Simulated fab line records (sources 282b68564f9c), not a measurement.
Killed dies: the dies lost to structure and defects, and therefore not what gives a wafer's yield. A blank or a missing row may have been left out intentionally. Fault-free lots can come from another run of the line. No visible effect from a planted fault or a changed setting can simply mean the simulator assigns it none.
A lot that was struck, set against a sound lot    flow rit_cmos    28 out of 202 route steps
Sound: the wafers L248.1, L248.2, L248.5. Wafers struck: L260.2, L260.5, L260.6. The cause is named last.
Per side, at each step with rows, come the tool, then ch with its chambers, and then its first start. Under that, the readings that differ: sound wafers    struck wafers    difference of the means    sigmas: that difference in standard deviations of wafers without a fault.
alike: a reading whose means differ by less than 2 such deviations, as well as words and numbers matching on both sides. not compared: withheld readings; readings where some wafer has no value; bounds like >300 that might hide an equal value; numbers whose values overlap and for which the record gives no deviation.
The two part at a step that has a row with sigmas, a row that says differs or no value, or rows on one side only. Non-overlapping numbers with no deviation appear without sigmas and do not part them. Lack of a reading on every wafer of one side parts them only where that side has two or more wafers.

RIT_ACTIVE_BOW_MEAS_00:
  sound on film_metro-02 at day 2 06:00; struck on film_metro-02 at day 4 18:01
  alike: INCOMING_BOW
RIT_ACTIVE_OXIDATION_01: target thk 46.8 nm, ox time 3360 s.
  sound on furnace-04 ch 0, day 2 08:08; struck on furnace-01 ch 0, day 4 23:08
reading                                        sound              struck             difference  sigmas
model.SiO2_of_ACTIVE_OXIDATION_01.thk_nm (nm)  45.68 45.91 45.02  53.12 53.24 53.61  +7.79       
  alike: tube_center_temp_C_max
RIT_ACTIVE_THK_MEAS_02:
  sound on film_metro-02 at day 2 10:04; struck on film_metro-02 at day 5 01:05
reading                sound           struck          difference  sigmas
ACTIVE_OXIDE_THK (nm)  45.7 45.9 45.0  53.2 53.2 53.6  +7.8        +10
then, 1 step without rows for these wafers: RIT_ACTIVE_CVD_03 (deposits Si3N4 from SiH2Cl2/NH3, target thk 150 nm, time 1500 s).
RIT_ACTIVE_THK_MEAS_04:
  sound on film_metro-02 at day 2 11:33; struck on film_metro-04 at day 5 02:34
  alike: ACTIVE_NITRIDE_THK
then, 6 steps without rows for these wafers: RIT_ACTIVE_HMDS_05 (prime time 61.04 s); RIT_ACTIVE_COAT_06 (resist thk 1000 nm); RIT_ACTIVE_SOFTBAKE_07 (time 60 s); RIT_ACTIVE_EXPOSE_08 (exposes mask M1, target cd 1400 nm); RIT_ACTIVE_PEB_09; RIT_ACTIVE_DEVELOP_10 (develop time 50 s).
RIT_ACTIVE_CD_MEAS_11: the cd target is 1400 nm.
  sound on cd_sem-01 at day 2 12:50; struck on cd_sem-02 at day 5 03:29
  alike: cd_nm
then, 1 step without rows for these wafers: RIT_ACTIVE_HARDBAKE_12 (time 60 s).
RIT_ACTIVE_ETCH_13: etches Si3N4 in SF6, stops on SiO2, time 210 s, target depth 210 nm.
  sound on rie_diel-03 ch 1,2,3, day 2 13:06; struck on rie_diel-01 ch 1,3, day 5 03:44
  alike: drypump_motor_current_A, oes_product_au, throttle_valve_pct
  not compared: rf_hours_counter_h
RIT_ACTIVE_STRIP_14: strips in O2, time 180 s.
  sound on plasma_asher-01 ch 0,1, day 2 13:14; struck on plasma_asher-03 ch 0,1, day 5 03:52
  alike: drypump_motor_current_A
  not compared: rf_hours_counter_h
RIT_ACTIVE_CD_MEAS_90: the cd target is 1400 nm.
  sound on cd_sem-01 at day 2 13:25; struck on cd_sem-02 at day 5 04:04
  alike: cd_nm
then, 4 steps without rows for these wafers: RIT_ACTIVE_CLEAN_15 (cleans in SC1, time 600 s); RIT_ACTIVE_CLEAN_16 (cleans in dHF, time 30 s); RIT_ACTIVE_CLEAN_17 (cleans in SC2, time 600 s); RIT_FOX1_OXIDATION_00 (target thk 350.7 nm, ox time 1130 s).
RIT_FOX1_THK_MEAS_01:
  sound on film_metro-01 at day 2 15:58; struck on film_metro-02 at day 5 06:27
  alike: FOX1_OXIDE_THK
then, 2 steps without rows for these wafers: RIT_FOX1_WET_ETCH_02 (etches SiO2 in BOE, target depth 350 nm, time 390 s); RIT_FOX2_OXIDATION_00 (target thk 350.7 nm, ox time 1130 s).
RIT_FOX2_THK_MEAS_01:
  sound on film_metro-01 at day 2 18:28; struck on film_metro-01 at day 5 07:56
  alike: FOX2_OXIDE_THK
then, 1 step without rows for these wafers: RIT_FOX2_CLEAN_02 (cleans in dHF, time 180 s).
RIT_FOX2_WET_ETCH_03: etches Si3N4 in H3PO4, target depth 195 nm, time 2659 s.
  sound on wet_bench-02 ch 1, day 2 18:35; struck on wet_bench-04 ch 2, day 5 08:03
reading                                        sound              struck             difference  sigmas
model.SiO2_of_ACTIVE_OXIDATION_01.thk_nm (nm)  39.65 40.57 37.34  47.31 47.44 47.75  +8.31       
  alike: temp_c
RIT_FOX2_THK_MEAS_90:
  sound on film_metro-01 at day 2 19:20; struck on film_metro-03 at day 5 08:49
  alike: FIELD_OXIDE_LEFT_1_THK
RIT_M1_PROBE_99:
  sound on prober-02 at day 4 14:29; struck on prober-02 at day 7 01:08
reading                              sound              struck             difference  sigmas
killed_at_M0_to_M3                   0 0 0              1 0 0              +0          +2
model.etest.nldd.width_nm (nm)       3202 3198 3213     3137 3096 3115     -88         
model.etest.pldd.width_nm (nm)       3198 3184 3233     3121 3097 3097     -100        
model.etest.pplus_sal.width_nm (nm)  3473 3442 3480     3421 3420 3410     -48         
model.etest.nplus_sal.width_nm (nm)  3455 3448 3470     3445 3420 3395     -38         
model.etest.nmos_narrow.drive_ua_um  232.2 233.8 237.3  211.2 212.5 207    -24.2       
model.etest.pmos_narrow.drive_ua_um  105.8 104.7 106.3  94.23 94.88 94.67  -11.01      
  alike: killed_at_front_end, killed_dies, killed_open, killed_short

== WHERE THEY PART ==
At RIT_ACTIVE_THK_MEAS_02 first; at RIT_M1_PROBE_99 last (within this record only).

WHY: what the simulator had put in
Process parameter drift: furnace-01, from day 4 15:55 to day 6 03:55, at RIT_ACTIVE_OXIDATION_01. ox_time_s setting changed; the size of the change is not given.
